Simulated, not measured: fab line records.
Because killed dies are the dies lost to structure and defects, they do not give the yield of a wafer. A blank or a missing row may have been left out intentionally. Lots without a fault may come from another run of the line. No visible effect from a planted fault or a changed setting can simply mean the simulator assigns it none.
Lot-split experiment | flow ritCmos | 23 wafers read from 5 lots, route of 202 steps

== ON THE SPLIT ==
At RIT_PRETRO_SOFTBAKE_02 (time 60 s), the setting tempC was moved away from the recipe's 90 C on 7 of the 23 wafers read, by -2.1% to +3.4%. For the rest of the wafers, this setting stayed at what the recipe calls for.

== FROM THE SPLIT TO THE READING: what the file shows between them, 2 steps ==
- RIT_PRETRO_EXPOSE_03: exposes mask M5, target cd 43700 nm
- RIT_PRETRO_PEB_04

== THE READING ==
NOVOLAK_of_PRETRO_COAT_01.thkNm (the simulator's own value, which no gauge read), in nm, at RIT_PRETRO_DEVELOP_05 (develop time 68 s). The file gives no usual value for it. Average 1277 nm, standard deviation 3 nm, over the 16 wafers here run with the recipe.

wafer  | tool, chamber at the split | tempC as run, C | against the recipe | NOVOLAK_of_PRETRO_COAT_01.thkNm, nm | against lot-mates on the recipe
L075.1 | lithoTrack-04, 0           | 90              | recipe             | 1279                                | -
L075.2 | lithoTrack-04, 0           | 90              | recipe             | 1279                                | -
L075.4 | lithoTrack-04, 0           | 90              | recipe             | 1278                                | -
L075.5 | lithoTrack-04, 0           | 88.14           | -2.1%              | 1286                                | +7
L075.6 | lithoTrack-04, 0           | 88.14           | -2.1%              | 1287                                | +8
L079.2 | lithoTrack-01, 0           | 92.5            | +2.8%              | 1273                                | -9
L079.5 | lithoTrack-01, 0           | 92.5            | +2.8%              | 1273                                | -9
L079.3 | lithoTrack-01, 0           | 92.5            | +2.8%              | 1275                                | -7
L079.4 | lithoTrack-01, 0           | 90              | recipe             | 1282                                | -
L079.6 | lithoTrack-01, 0           | 90              | recipe             | 1282                                | -
L080.2 | lithoTrack-01, 0           | 90              | recipe             | 1276                                | -
L080.3 | lithoTrack-01, 0           | 90              | recipe             | 1277                                | -
L080.5 | lithoTrack-01, 0           | 90              | recipe             | 1277                                | -
L080.4 | lithoTrack-01, 0           | 90              | recipe             | 1274                                | -
L080.6 | lithoTrack-01, 0           | 90              | recipe             | 1273                                | -
L082.2 | lithoTrack-01, 0           | 90              | recipe             | 1275                                | -
L082.3 | lithoTrack-01, 0           | 93.03           | +3.4%              | 1263                                | -10
L082.4 | lithoTrack-01, 0           | 90              | recipe             | 1273                                | -
L082.5 | lithoTrack-01, 0           | 93.03           | +3.4%              | 1262                                | -11
L082.6 | lithoTrack-01, 0           | 90              | recipe             | 1272                                | -
L084.1 | lithoTrack-01, 0           | 90              | recipe             | 1278                                | -
L084.2 | lithoTrack-01, 0           | 90              | recipe             | 1280                                | -
L084.6 | lithoTrack-01, 0           | 90              | recipe             | 1276                                | -

THE FIT
A straight line over all 23 wafers: NOVOLAK_of_PRETRO_COAT_01.thkNm changes by -3.15 nm for each +1% of tempC; r = -0.80; the points scatter about the line by 3.6 nm.
The same after taking each lot's own level away (the mean of its wafers on the recipe; 23 wafers): -3.26 nm for each +1%; r = -0.97; scatter 1.3 nm.
Per that fit: largest tempC move, reading shift of 11 nm.
Across the lots, their own levels run from 1273.3 to 1282.0 nm, a range of 2.9 times the standard deviation given above.
So the lot-to-lot level changes the slope little: the two slopes agree.
Check: -10.9 nm against its lot-mates is what the line predicts for one of the wafers moved furthest among these (+3.4%) when that wafer is left out of the fit. It came out at -10.3 nm against them.

== THESE WAFERS: OTHER SPLITS ==
Other splits were also applied to these wafers ahead of the reading. Each is held against what the fit with the lots' levels taken away leaves over:
other split on the same wafers    | wafers away from the commonest value | r with NOVOLAK_of_PRETRO_COAT_01.thkNm (lot level and that fit taken away)
RIT_ACTIVE_CVD_03 sih2cl2FlowSccm | 5                                    | -0.07
RIT_ACTIVE_DEVELOP_10 devTempC    | 8                                    | +0.27
RIT_PWELL_COAT_01 resistThkNm     | 7                                    | -0.12
RIT_PWELL_DEVELOP_05 developTimeS | 6                                    | -0.16

== THE WHOLE CHAIN: every reading that the file lists as answering this split, in the file's order ==
step                   | what it does      | reading                                                                          | change (the file's fit)              | r (the file's)
RIT_PRETRO_SOFTBAKE_02 | time 60 s         | NOVOLAK_of_PRETRO_COAT_01.thkNm (the simulator's own value, which no gauge read) | -2.59 nm for each +1% of the setting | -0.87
RIT_PRETRO_DEVELOP_05  | develop time 68 s | NOVOLAK_of_PRETRO_COAT_01.thkNm (the simulator's own value, which no gauge read) | -3.17 nm for each +1% of the setting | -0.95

== FILE'S OWN FIT ==
NOVOLAK_of_PRETRO_COAT_01.thkNm changes by -3.17 nm for each +1% of tempC, r = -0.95.
